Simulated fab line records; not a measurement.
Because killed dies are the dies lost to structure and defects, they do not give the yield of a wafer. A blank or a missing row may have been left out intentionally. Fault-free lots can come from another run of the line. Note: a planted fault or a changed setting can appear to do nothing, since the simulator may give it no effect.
Split-lot study | flow berkeleyCmos170 | route with 331 steps; 5 lots, 23 wafers read

THE SPLIT ITSELF
At UCB170_M3_METAL_ETCH_18 (etches Al in Cl2/BCl3, stops on SiO2, target depth 1170 nm, time 195 s), the setting icpW was moved away from the recipe's 600 W on 9 of the 23 wafers read, by -11.8% to +10.5%. This setting was run at the recipe's value on the other wafers.

FROM THE SPLIT ON TO THE READING: in between, the file shows 1 step
- UCB170_M3_STRIP_19: strips in O2

THE READING
Shown in nm: cdNm at UCB170_M3_CD_MEAS_90, with target cd 700 nm. Typical for fault-free wafers on this fab line: 700.2 nm, with standard deviation 2.3 nm.

wafer  | tool, chamber at the split | icpW as run, W | against the recipe | cdNm, nm | against lot-mates on the recipe
L074.1 | rieMetal-04, 0             | 600            | recipe             | 699.8    | -
L074.3 | rieMetal-04, 1             | 600            | recipe             | 696.9    | -
L074.4 | rieMetal-04, 0             | 600            | recipe             | 697.1    | -
L074.5 | rieMetal-04, 0             | 529.4          | -11.8%             | 703.5    | +5.6
L074.6 | rieMetal-04, 1             | 529.4          | -11.8%             | 704.6    | +6.7
L076.2 | rieMetal-03, 1             | 600            | recipe             | 702.5    | -
L076.3 | rieMetal-03, 0             | 600            | recipe             | 700.5    | -
L076.4 | rieMetal-03, 1             | 600            | recipe             | 704.0    | -
L076.5 | rieMetal-03, 0             | 554.7          | -7.5%              | 706.3    | +4.0
L076.6 | rieMetal-03, 1             | 554.7          | -7.5%              | 705.2    | +2.9
L075.1 | rieMetal-02, 0             | 600            | recipe             | 699.5    | -
L075.3 | rieMetal-02, 1             | 600            | recipe             | 699.1    | -
L075.4 | rieMetal-02, 0             | 663            | +10.5%             | 695.7    | -3.6
L075.5 | rieMetal-02, 1             | 663            | +10.5%             | 695.2    | -4.1
L075.6 | rieMetal-02, 0             | 663            | +10.5%             | 694.4    | -4.9
L081.2 | rieMetal-02, 0             | 600            | recipe             | 699.7    | -
L081.3 | rieMetal-02, 1             | 600            | recipe             | 703.1    | -
L081.4 | rieMetal-02, 0             | 600            | recipe             | 701.7    | -
L085.1 | rieMetal-02, 1             | 572            | -4.7%              | 700.3    | -0.7
L085.2 | rieMetal-02, 0             | 572            | -4.7%              | 702.6    | +1.6
L085.3 | rieMetal-02, 0             | 600            | recipe             | 700.8    | -
L085.4 | rieMetal-02, 1             | 600            | recipe             | 700.6    | -
L085.6 | rieMetal-02, 1             | 600            | recipe             | 701.7    | -

THE FIT
A straight line over all 23 wafers: cdNm changes by -0.451 nm for each +1% of icpW; r = -0.82; the points scatter about the line by 1.9 nm.
The same after taking each lot's own level away (the mean of its wafers on the recipe; 23 wafers): -0.433 nm for each +1%; r = -0.91; scatter 1.2 nm.
According to that fit, moving icpW by its largest amount changes the reading by 5.1 nm.
Measured against the standard deviation above, the lots' own levels, which go from 697.93 to 702.33 nm, span 1.9 times it.
Consequently the slope shifts little with the lot-to-lot level, the two slopes agreeing.
Check: for one of the wafers moved furthest among these (-11.8%), held out of the fit, the line's prediction against its lot-mates is +4.99 nm. Against them it came out at +5.57 nm.
Tool readings at the split's step, against how far the setting was moved: oesProductAu r = -0.26.

OTHER SPLITS APPLIED TO THESE WAFERS
Other splits were also applied to these wafers ahead of the reading. Each is held against what the fit with the lots' levels taken away leaves over:
other split on the same wafers | wafers away from the commonest value | r with cdNm (lot level and that fit taken away)
UCB170_M3_SPUTTER_01 timeS     | 5                                    | +0.24
UCB170_M3_COAT_10 resistThkNm  | 9                                    | +0.34

THE WHOLE CHAIN: every reading that the file lists as answering this split, in the file's order
step                    | what it does                                                           | reading                                                                  | change (the file's fit)                                                          | r (the file's)
UCB170_M3_CD_MEAS_90    | target cd 700 nm                                                       | cdNm                                                                     | -0.439 nm for each +1% of the setting                                            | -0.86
UCB170_M3_METAL_ETCH_18 | etches Al in Cl2/BCl3, stops on SiO2, target depth 1170 nm, time 195 s | KrF_of_M3_COAT_10.thkNm (the simulator's own value, which no gauge read) | -6 nm for each +1% of the setting, in a fit together with resistThkNm@M3_COAT_10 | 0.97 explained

FILE'S OWN FIT
cdNm changes by -0.439 nm for each +1% of icpW, r = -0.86.
